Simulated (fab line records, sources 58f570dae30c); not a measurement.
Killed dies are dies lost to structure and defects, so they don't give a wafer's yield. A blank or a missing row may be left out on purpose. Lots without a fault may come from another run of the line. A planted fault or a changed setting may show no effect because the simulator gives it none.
fab line records | flow berkeley_cmos170 | part 2 of 2: steps 32 to 43 of 43
record lots=5 wafers=15 last_day=11
route steps=331 shown GATE@144 PLDD@145 NLDD@158 SPACER@171 PSD@175
lots that met no fault: from a run of the same line without faults
start_h: hours from the record's first day to the start of the lot's first wafer shown | wait_h: hours since the lot's step before | " the same as in the row above | L1.1+2: a row that stands for several wafers | - no value, or no start given | * or withheld: withheld | < > ~ a bound
route shown NAME@n: a module of which the file shows steps, and the number in the route of the first | usual: mean/standard deviation of fault-free wafers | same: alike in all rows | chamber/n: place in a boat | sites: the reading at each site | _std_site: their standard deviation | _edge_site: outer sites' mean less inner sites' | radius_mm: how far each site lies from the wafer's centre | mask NAME#n: copy n | behind: the tool/chamber that last shaped the wafer | hold: why the lot was held/for how many hours/how that ended | device: the transistor (n, p or np) that didn't switch | end of line: the same wafers' tests at the end of the route | a step without rows: its recipe alone | killed: dies lost to structure and defects at the first sort, not the wafer's yield | map: a wafer's dies, x killed, . not, _ none there
set.NAME: the setting as run; set.NAME@STEP: as run at that earlier step | model.NAME: the simulator's own value behind a step, which no gauge read
lots at some steps of the route; a table a step, a row a wafer
services: from which hour (start_h, from the record's first day; less than 0 if before it) a tool's chamber was out of use, for how many hours, and why
## steps
# step UCB170_PSD_HMDS_00
# recipe prime_time_s=60 prime_temp_c=100
# usual prime_temp_c=100.02/0.13
# columns lot.wafer tool chamber start_h wait_h prime_temp_c
L076.1 litho_track-03 0 169.43 0.4 100.16
L076.3 " 0 " " 100.12
L076.4 " 0 " " 100.06
L079.3 litho_track-01 0 175.12 0.1 99.86
L079.4 " 0 " " 99.87
L079.6 " 0 " " 99.91
L083.4 litho_track-01 0 193.38 0.8 100.20
L083.5 " 0 " " 100.35
L083.6 " 0 " " 100.09
L086.1 litho_track-04 0 225.61 0.0 100.15
L086.4 " 0 " " 100.13
L086.5 " 0 " " 100.06
L088.2 litho_track-03 0 225.93 0.4 100.03
L088.4 " 0 " " 100.03
L088.5 " 0 " " 99.93
# step UCB170_PSD_COAT_01
# recipe resist=KrF spin_rpm=1500 resist_thk_nm=900
# columns lot.wafer tool chamber start_h wait_h
L076.1+3+4 litho_track-03 0 169.58 0.1
L079.3+4+6 litho_track-01 0 175.27 0.1
L083.4+5+6 litho_track-01 0 193.53 0.1
L086.1+4+5 litho_track-04 0 225.76 0.1
L088.2+4+5 litho_track-03 0 226.08 0.1
# step UCB170_PSD_SOFTBAKE_02
# recipe resist=KrF temp_c=130 time_s=60
# columns lot.wafer tool chamber start_h wait_h
L076.1+3+4 litho_track-03 0 169.73 0.1
L079.3+4+6 litho_track-01 0 175.42 0.1
L083.4+5+6 litho_track-01 0 193.68 0.1
L086.1+4+5 litho_track-04 0 225.91 0.1
L088.2+4+5 litho_track-03 0 226.23 0.1
# step UCB170_PSD_EXPOSE_03
# recipe mask_id=PSELECT_MOD na=0.5 sigma_outer=0.6 source_shape=conventional target_cd_nm=1200 dose_mj=30
# usual exposure_dose_mJ_cm2=30.001/0.026
# columns lot.wafer tool chamber start_h wait_h mask exposure_dose_mJ_cm2
L076.1 krf_scanner-01 0 170.01 0.2 PSELECT_MOD#0 29.981
L076.3 " 0 " " PSELECT_MOD#0 29.960
L076.4 " 0 " " PSELECT_MOD#0 30.022
L079.3 krf_scanner-02 0 175.69 0.2 PSELECT_MOD#0 29.998
L079.4 " 0 " " PSELECT_MOD#0 30.009
L079.6 " 0 " " PSELECT_MOD#0 29.975
L083.4 krf_scanner-02 0 - - PSELECT_MOD#0 30.029
L083.5 " 0 " " PSELECT_MOD#0 30.018
L083.6 " 0 " " PSELECT_MOD#0 30.038
L086.1 krf_scanner-01 0 226.06 0.1 PSELECT_MOD#0 30.002
L086.4 " 0 " " PSELECT_MOD#0 29.987
L086.5 " 0 " " PSELECT_MOD#0 29.986
L088.2 krf_scanner-02 0 226.48 0.2 PSELECT_MOD#0 29.973
L088.4 " 0 " " PSELECT_MOD#0 29.952
L088.5 " 0 " " PSELECT_MOD#0 29.982
# step UCB170_PSD_PEB_04
# recipe peb_temp_c=130 peb_time_s=withheld resist=KrF
# columns lot.wafer tool chamber start_h wait_h
L076.1+3+4 litho_track-04 0 170.94 0.9
L079.3+4+6 litho_track-04 0 176.17 0.5
L083.4+5+6 litho_track-04 0 - -
L086.1+4+5 litho_track-01 0 226.77 0.7
L088.2+4+5 litho_track-01 0 227.07 0.6
# step UCB170_PSD_DEVELOP_05
# recipe developer=TMAH develop_time_s=45 resist=KrF dev_temp_c=21
# usual developer_temp_C=21.00/0.097
# columns lot.wafer tool chamber start_h wait_h developer_temp_C
L076.1 litho_track-04 0 - - 20.99
L076.3 " 0 " " 20.98
L076.4 " 0 " " 21.04
L079.3 litho_track-04 0 - - 21.02
L079.4 " 0 " " 21.08
L079.6 " 0 " " 21.04
L083.4 litho_track-04 0 - - 21.05
L083.5 " 0 " " 20.87
L083.6 " 0 " " 21.08
L086.1 litho_track-01 0 - - 20.97
L086.4 " 0 " " 21.01
L086.5 " 0 " " 21.06
L088.2 litho_track-01 0 - - 20.93
L088.4 " 0 " " 20.98
L088.5 " 0 " " 20.82
# step UCB170_PSD_CD_MEAS_06
# recipe target_cd_nm=1200
# usual cd_nm=1199.1/1.5
# columns lot.wafer tool chamber start_h wait_h cd_nm
L076.1 cd_sem-01 - 171.22 - 1197.0
L076.3 " - " " 1198.8
L076.4 " - " " 1195.9
L079.3 cd_sem-01 - 176.43 - 1199.0
L079.4 " - " " 1199.5
L079.6 " - " " 1199.1
L083.4 cd_sem-01 - 195.39 - 1197.8
L083.5 " - " " 1197.2
L083.6 " - " " 1198.2
L086.1 cd_sem-01 - 227.04 - 1201.8
L086.4 " - " " 1200.0
L086.5 " - " " 1199.9
L088.2 cd_sem-01 - 227.34 - 1198.0
L088.4 " - " " 1197.9
L088.5 " - " " 1198.2
# step UCB170_PSD_OVL_MEAS_07
# usual PSD_OVL=-3/5.8
# columns lot.wafer tool chamber start_h wait_h PSD_OVL[nm]
L076.1 overlay-01 - 171.34 0.1 -1
L076.3 " - " " 2
L076.4 " - " " -2
L079.3 overlay-02 - 176.52 0.1 2
L079.4 " - " " -2
L079.6 " - " " -5
L083.4 overlay-02 - 195.47 0.1 -2
L083.5 " - " " 0
L083.6 " - " " -7
L086.1 overlay-01 - 227.16 0.1 -3
L086.4 " - " " -5
L086.5 " - " " -7
L088.2 overlay-01 - 227.44 0.1 -8
L088.4 " - " " -10
L088.5 " - " " -8
# step UCB170_PSD_IMPLANT_08
# recipe species=B dose_cm2=3e+15 energy_kev=20 tilt_deg=7
# columns lot.wafer tool chamber start_h wait_h
L076.1+3+4 implanter-04 0 171.37 0.0
L079.3+4+6 implanter-01 0 176.60 0.1
L083.4+5+6 implanter-01 0 195.56 0.1
L086.1+4+5 implanter-02 0 227.20 0.0
L088.2+4+5 implanter-04 0 227.50 0.0
# step UCB170_PSD_STRIP_09
# recipe chemistry=O2 power_w=400 pressure_mtorr=3500 platen_temp_c=withheld o2_flow_sccm=400 overash_fraction=0.5
# usual drypump_motor_current_A=5.6/0.56 oes_product_au=0.600/0.0042 strip_time_to_endpoint_s=29.35/0.074
# columns lot.wafer tool chamber start_h wait_h drypump_motor_current_A oes_product_au rf_hours_counter_h strip_time_to_endpoint_s
L076.1 plasma_asher-03 0 171.52 0.1 5.9 0.599 4 29.38
L076.3 " 0 " " 5.9 0.601 - 29.36
L076.4 " 1 " " 4.8 0.597 - 29.38
L079.3 plasma_asher-01 1 176.73 0.1 5.5 0.596 - 29.29
L079.4 " 0 " " 6.6 0.598 - 29.32
L079.6 " 0 " " 6.6 0.600 - 29.35
L083.4 plasma_asher-03 0 195.67 0.1 5.9 0.597 - 29.37
L083.5 " 0 " " 5.9 0.594 - 29.43
L083.6 " 1 " " 4.8 0.600 - 29.41
L086.1 plasma_asher-03 0 227.50 0.2 5.9 0.604 11 29.28
L086.4 " 0 " " 5.9 0.596 - 29.34
L086.5 " 1 " " 4.8 0.591 - 29.34
L088.2 plasma_asher-02 0 227.62 0.1 5.2 0.599 51 29.37
L088.4 " 1 " " 6.0 0.603 - 29.37
L088.5 " 1 " " 6.0 0.598 - 29.41
# step UCB170_PSD_TW_MEAS_10
# usual PSD_TW=2312/25
# columns lot.wafer tool chamber start_h wait_h PSD_TW
L076.1 film_metro-02 - 171.62 0.1 2293
L076.3 " - " " 2312
L076.4 " - " " 2294
L079.3 film_metro-02 - 176.82 0.1 2308
L079.4 " - " " 2300
L079.6 " - " " 2305
L083.4 film_metro-02 - 195.77 0.1 2283
L083.5 " - " " 2280
L083.6 " - " " 2296
L086.1 film_metro-02 - 227.60 0.1 2275
L086.4 " - " " 2283
L086.5 " - " " 2301
L088.2 film_metro-04 - 227.73 0.1 2345
L088.4 " - " " 2331
L088.5 " - " " 2355
# step UCB170_PSD_CLEAN_11
# recipe chemistry=SPM temp_c=120 time_s=600
# columns lot.wafer tool chamber start_h wait_h
L076.1+3+4 wet_bench-01 3 174.57 2.9
L079.3+4+6 wet_bench-02 2 179.30 2.5
L083.4+5+6 wet_bench-01 3 197.05 1.3
L086.1+4+5 wet_bench-02 1 227.66 0.1
L088.2+4+5 wet_bench-02 0 227.83 0.1
## services
# columns tool chamber start_h hours kind
pecvd-03 0 131.23 6.1 repair
rie_diel-03 2 131.50 7.3 repair
plasma_asher-03 - 134.55 14.6 pm
pecvd-03 - 135.50 14.0 pm
implanter-04 - 139.70 2.7 repair
implanter-03 - 144.89 1.1 repair
implanter-04 - 147.29 0.6 repair
furnace-04 - 155.44 4.3 pm
wet_bench-03 - 160.79 3.5 repair
implanter-03 - 164.84 2.7 repair
implanter-03 - 166.19 1.7 repair
krf_scanner-02 - 170.78 4.4 pm
pecvd-03 - 178.40 0.7 repair
rie_diel-03 1 179.15 15.9 repair
rie_diel-04 0 179.73 16.7 repair
pecvd-03 0 180.05 4.0 repair
krf_scanner-02 - 185.56 0.8 pm
implanter-03 - 194.91 5.0 pm
rie_diel-04 3 195.17 5.8 repair
rie_diel-04 2 200.18 10.8 repair
implanter-01 - 203.03 10.5 pm
implanter-03 - 208.73 4.1 repair
implanter-02 - 220.96 5.3 repair
krf_scanner-02 - 222.18 1.3 pm
